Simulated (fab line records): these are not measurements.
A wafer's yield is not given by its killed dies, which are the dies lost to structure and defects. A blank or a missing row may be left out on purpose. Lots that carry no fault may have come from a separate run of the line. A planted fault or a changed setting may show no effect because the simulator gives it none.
What tool caused it?    flow berkeley_cmos170    21 wafers from 7 lots sampled at 3 of the route's 331 steps

## WHAT EACH GAUGE READ, for each wafer
UCB170_SDANNEAL_RS_MEAS_02: the measuring method here is four-point-probe.
lot   measured      on             PSD_RS (ohm/sq)
L510  day 7 18:52   film_metro-01  75.3 75.6 75.4
L512  day 7 19:37   film_metro-03  75.3 75.5 75.5
L515  day 8 23:50   film_metro-01  73.6 73.7 73.8
L527  day 11 06:36  film_metro-04  74.8 75.1 74.9
L529  day 11 07:36  film_metro-03  75.5 75.5 75.4
L530  day 11 18:28  film_metro-04  75.9 75.7 75.8
L532  day 12 08:17  film_metro-04  76.1 76.5 76.3

## WHICH TOOL RAN EACH LOT (tool, then ch and the chambers of the sampled wafers, then the start)
lot   UCB170_BACKSIDE_STRIP_03              UCB170_SDANNEAL_RTA_01
L510  plasma_asher-03 ch 1, day 7 18:04     rtp_anneal-02 ch 0, day 7 18:45
L512  plasma_asher-03 ch 0,1, day 7 18:53   rtp_anneal-02 ch 0, day 7 19:30
L515  plasma_asher-01 ch 0,1, day 8 23:20   rtp_anneal-01 ch 0, day 8 23:47
L527  plasma_asher-02 ch 0,1, day 11 06:03  rtp_anneal-01 ch 0, day 11 06:31
L529  plasma_asher-01 ch 0,1, day 11 07:04  rtp_anneal-02 ch 0, day 11 07:29
L530  plasma_asher-03 ch 0,1, day 11 17:56  rtp_anneal-01 ch 0, day 11 18:22
L532  plasma_asher-03 ch 0,1, day 12 07:51  rtp_anneal-01 ch 0, day 12 08:12
- UCB170_BACKSIDE_STRIP_03: strips in O2.
- UCB170_SDANNEAL_RTA_01: time 5 s.

## THE ANSWER, worked out from the rows above alone
Rule: the lots themselves supply what counts as usual. Put in order of their means at a reading, lots are off if they are a third of the lots or fewer, leave a main group of 4 or more, and stand apart from it by a gap of 3 or more times the standard deviation of the main group's means; of several such gaps the widest counts. A main group whose means are all the same, to the digits that the tables above print for the reading, isn't used. Also off: a lot with no number at a reading for which 4 or more lots have one. All remaining lots with rows at the step are treated as sound.
No lot is off at any reading shown: from this, nothing can be told.

## WHAT THE SIMULATOR HAD INSERTED
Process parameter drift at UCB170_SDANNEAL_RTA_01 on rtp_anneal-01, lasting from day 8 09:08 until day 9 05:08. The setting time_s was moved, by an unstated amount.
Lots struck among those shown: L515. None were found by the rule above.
